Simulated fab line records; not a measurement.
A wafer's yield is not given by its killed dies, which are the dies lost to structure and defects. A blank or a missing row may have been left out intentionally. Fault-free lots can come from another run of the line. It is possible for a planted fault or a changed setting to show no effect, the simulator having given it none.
The tool behind it: which one? | flow rit cmos | 13 lots, 39 wafers sampled, at 5 steps of a route of 202

## WHAT EACH GAUGE READ, for each wafer
RIT_GATE_THK_MEAS_07.
lot  | measured     | on            | GATE_OXIDE_THK (nm)
L910 | day 2 11:13  | film metro-01 | 3.00 2.95 3.07
L912 | day 2 23:40  | film metro-02 | 3.02 2.96 3.03
L913 | day 3 06:58  | film metro-02 | 3.02 2.96 3.00
L914 | day 3 14:08  | film metro-01 | 2.87 2.93 2.91
L915 | day 3 16:28  | film metro-02 | 2.89 2.97 2.92
L917 | day 4 05:22  | film metro-02 | 3.01 3.01 3.08
L925 | day 5 20:23  | film metro-01 | 3.00 3.02 3.05
L927 | day 6 03:20  | film metro-01 | 2.94 2.94 2.98
L928 | day 6 11:01  | film metro-03 | 2.96 3.03 3.03
L930 | day 6 17:40  | film metro-03 | 2.96 2.98 2.97
L931 | day 7 00:00  | film metro-01 | 2.93 3.04 3.00
L933 | day 7 06:28  | film metro-03 | 2.94 2.95 3.07
L932 | day 18 14:57 | film metro-01 | 2.99 3.00 2.96

RIT_GATE_CD_MEAS_16: target cd 150 nm.
lot  | measured     | on        | cd nm (nm)
L910 | day 2 13:56  | cd sem-01 | 150.6 155.2 156.6
L912 | day 3 02:31  | cd sem-01 | 148.9 151.2 151.1
L913 | day 3 09:40  | cd sem-01 | 145.8 147.9 146.0
L914 | day 3 19:22  | cd sem-01 | 144.2 145.0 149.2
L915 | day 3 20:52  | cd sem-01 | 146.7 147.5 147.3
L917 | day 4 07:58  | cd sem-01 | 162.1 161.0 162.7 162.7 161.6 162.9
L925 | day 5 23:50  | cd sem-01 | 149.2 150.0 148.3
L927 | day 6 07:06  | cd sem-02 | 149.2 150.4 149.3
L928 | day 6 13:44  | cd sem-01 | 148.5 148.3 151.4
L930 | day 6 20:20  | cd sem-02 | 147.6 146.4 148.9
L931 | day 7 03:52  | cd sem-02 | 152.2 151.7 151.3
L933 | day 7 09:04  | cd sem-02 | 149.6 149.6 148.5
L932 | day 18 19:23 | cd sem-02 | 149.2 149.8 148.1

## TOOL THAT RAN EACH LOT (tool first, then ch and the chambers of the sampled wafers, then the start)
lot  | RIT_NRETRO_STRIP_09                  | RIT_PRETRO_STRIP_09                  | RIT_GATE_EXPOSE_13
L910 | plasma asher-02 ch 0,1, day 2 07:31  | plasma asher-03 ch 0,1, day 2 09:11  | iline stepper-01 ch 0, day 2 13:32
L912 | plasma asher-02 ch 0,1, day 2 18:04  | plasma asher-04 ch 1, day 2 19:37    | iline stepper-01 ch 0, day 3 01:59
L913 | plasma asher-04 ch 0,1, day 2 22:48  | plasma asher-04 ch 0,1, day 3 00:21  | iline stepper-02 ch 0, day 3 09:16
L914 | plasma asher-03 ch 0,1, day 3 03:14  | plasma asher-03 ch 0,1, day 3 04:47  | iline stepper-01 ch 0, day 3 18:58
L915 | plasma asher-03 ch 0,1, day 3 07:36  | plasma asher-04 ch 0, day 3 09:13    | iline stepper-01 ch 0, day 3 20:28
L917 | plasma asher-04 ch 0,1, day 3 22:59  | plasma asher-04 ch 0,1, day 4 00:44  | iline stepper-01 ch 0, day 4 07:34
L925 | plasma asher-04 ch 0,1, day 5 16:41  | plasma asher-04 ch 0,1, day 5 18:14  | iline stepper-01 ch 0, day 5 23:26
L927 | plasma asher-04 ch 0,1, day 5 21:32  | plasma asher-01 ch 0,1, day 5 23:15  | iline stepper-01 ch 0, day 6 06:42
L928 | plasma asher-04 ch 0, day 6 05:38    | plasma asher-01 ch 0,1, day 6 07:11  | iline stepper-02 ch 0, day 6 13:20
L930 | plasma asher-04 ch 0,1, day 6 12:56  | plasma asher-04 ch 0,1, day 6 14:32  | iline stepper-01 ch 0, day 6 19:56
L931 | plasma asher-03 ch 1, day 6 17:55    | plasma asher-04 ch 0,1, day 6 19:44  | iline stepper-02 ch 0, day 7 03:28
L933 | plasma asher-02 ch 0,1, day 7 01:25  | plasma asher-03 ch 0,1, day 7 03:21  | iline stepper-02 ch 0, day 7 08:40
L932 | plasma asher-03 ch 0,1, day 18 10:59 | plasma asher-01 ch 0,1, day 18 12:52 | iline stepper-01 ch 0, day 18 18:59
- RIT_NRETRO_STRIP_09: strips in O2, time 180 s.
- RIT_PRETRO_STRIP_09: strips in O2, time 180 s.
- RIT_GATE_EXPOSE_13: exposes mask M6, target cd 150 nm.

## WHAT THE TOOLS THEMSELVES READ (means of the sampled wafers that have a number; where no wafer has one, the mark that the record gives instead)
RIT_NRETRO_STRIP_09.
lot  | tool            | drypump motor current A (A)
L910 | plasma asher-02 | 5.8
L912 | plasma asher-02 | 5.8
L913 | plasma asher-04 | 6.1
L914 | plasma asher-03 | 6.6
L915 | plasma asher-03 | 6.5
L917 | plasma asher-04 | 6.1
L925 | plasma asher-04 | 6.1
L927 | plasma asher-04 | 6.1
L928 | plasma asher-04 | 6.0
L930 | plasma asher-04 | 6.1
L931 | plasma asher-03 | 6.3
L933 | plasma asher-02 | 5.8
L932 | plasma asher-03 | 6.6

RIT_PRETRO_STRIP_09.
lot  | tool            | drypump motor current A (A)
L910 | plasma asher-03 | 6.5
L912 | plasma asher-04 | 6.2
L913 | plasma asher-04 | 6.1
L914 | plasma asher-03 | 6.6
L915 | plasma asher-04 | 6.0
L917 | plasma asher-04 | 6.1
L925 | plasma asher-04 | 6.1
L927 | plasma asher-01 | 6.2
L928 | plasma asher-01 | 6.2
L930 | plasma asher-04 | 6.1
L931 | plasma asher-04 | 6.1
L933 | plasma asher-03 | 6.6
L932 | plasma asher-01 | 5.9

RIT_GATE_EXPOSE_13.
lot  | tool             | stage vel mm s (mm/s)
L910 | iline stepper-01 | 499.75
L912 | iline stepper-01 | 499.91
L913 | iline stepper-02 | 499.97
L914 | iline stepper-01 | 499.86
L915 | iline stepper-01 | 499.83
L917 | iline stepper-01 | 499.53
L925 | iline stepper-01 | 500.12
L927 | iline stepper-01 | 500.13
L928 | iline stepper-02 | 500.15
L930 | iline stepper-01 | 500.10
L931 | iline stepper-02 | 500.12
L933 | iline stepper-02 | 499.87
L932 | iline stepper-01 | 499.94

## THE ANSWER, worked out from the rows above alone
Rule: the lots themselves supply what counts as usual. The widest of any qualifying gaps counts: lots, ordered by their means at a reading, are off when they make up no more than a third of the lots, leave a main group of 4 or more, and stand apart from it by 3 or more times the standard deviation of that group's means. A main group is skipped when, at the precision printed for the reading in the tables above, its means are all equal. A lot without any number at a reading at which 4 lots or more have one is off too. The other lots that the step has rows for count as sound. After the gauges, taken in route order, come the tools' own readings; for these a lot's mean is taken, as printed above. At the first step where some lot is off, the reading lying furthest off is the one used; lots without a number count as furthest.
Off at RIT_GATE_CD_MEAS_16 (cd nm): L917. The main group: mean 149.2 nm, standard deviation 2.1.
A tool fits if, at a process step before that reading, it ran every lot that is off, and no sound lot after the first of them. The gauges at RIT_GATE_CD_MEAS_16 are tried like those tools. Of those tried, none fits.

## WHAT WAS PUT IN BY THE SIMULATOR
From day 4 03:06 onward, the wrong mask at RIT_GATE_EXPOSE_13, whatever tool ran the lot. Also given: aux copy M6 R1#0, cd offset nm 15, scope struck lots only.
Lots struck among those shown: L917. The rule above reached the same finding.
